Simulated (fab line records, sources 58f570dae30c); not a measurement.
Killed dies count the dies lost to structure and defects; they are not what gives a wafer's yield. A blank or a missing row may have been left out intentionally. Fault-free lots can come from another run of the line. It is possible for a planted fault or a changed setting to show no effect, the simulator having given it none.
A struck lot beside a sound one / flow berkeley-cmos170 / 14 out of 331 route steps
Sound: wafers L419.3, L419.4, L419.6. Wafers L418.2, L418.4, L418.6 were the ones struck. The cause is given at the end.
Each step with rows lists, per side, the tool, then ch with its chambers, then its first start. Under that, the readings that differ: sound wafers / struck wafers / difference of the means / sigmas: that difference in standard deviations of wafers without a fault.
alike: words and numbers the same on both sides, and readings whose means are apart by under 2 such deviations; not compared: readings that were withheld, readings missing a value for some wafer, numbers with overlapping values and no deviation given by the record, and bounds like >300 which may hide the same value.
The two part at a step that has a row with sigmas, a row that says differs or no value, or rows on one side only. Non-overlapping numbers with no deviation appear without sigmas and do not part them. A reading missing from all wafers of one side parts the sides only when that side holds two or more wafers.

first, 5 steps without rows for these wafers: UCB170_NWELL_WET_ETCH_18 (etches Si3N4 in H3PO4, time 14400 s); UCB170_NWELL_WET_ETCH_19 (etches SiO2 in BOE, time 22 s); UCB170_PWELL_CLEAN_00 (cleans in SPM, time 600 s); UCB170_PWELL_CLEAN_01 (cleans in dHF, time 60 s); UCB170_PWELL_OXIDATION_02 (target thk 26.4 nm, ox time 1260 s).
UCB170_PWELL_THK_MEAS_03:
  sound: film-metro-04 at day 6 22:02; struck: film-metro-01 at day 6 21:59
  alike: PWELL_OXIDE_THK
then, 2 steps without rows for these wafers: UCB170_PWELL_ANNEAL_04 (time 900 s); UCB170_PWELL_CVD_05 (deposits Si3N4 from SiH2Cl2/NH3, target thk 220 nm, time 3300 s).
UCB170_PWELL_THK_MEAS_06:
  sound: film-metro-01 at day 7 08:10; struck: film-metro-03 at day 7 08:07
  alike: PWELL_NITRIDE_THK
then, 3 steps without rows for these wafers: UCB170_PWELL_HMDS_07 (prime time 60 s); UCB170_PWELL_COAT_08 (resist thk 900 nm); UCB170_PWELL_SOFTBAKE_09 (time 60 s).
UCB170_PWELL_EXPOSE_10: exposes mask PWELL, target cd 3000 nm.
  sound on krf-scanner-02 ch 0, day 7 09:19; struck on krf-scanner-02, day 7 08:38
  no value came back on the struck wafers for exposure-dose-mJ-cm2, focus-offset-nm (nm), reticle-temp-C (C); on the sound wafers exposure-dose-mJ-cm2 reads 18.982 18.987 19.011
  alike: mask
following that, these wafers have no rows for 1 step: UCB170_PWELL_PEB_11.

== WHERE THEY PART ==
Only at UCB170_PWELL_EXPOSE_10, within this record.

WHY: whatever the simulator had introduced
Beginning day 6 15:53, the whole step at UCB170_PWELL_EXPOSE_10 was skipped on krf-scanner-02. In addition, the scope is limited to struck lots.
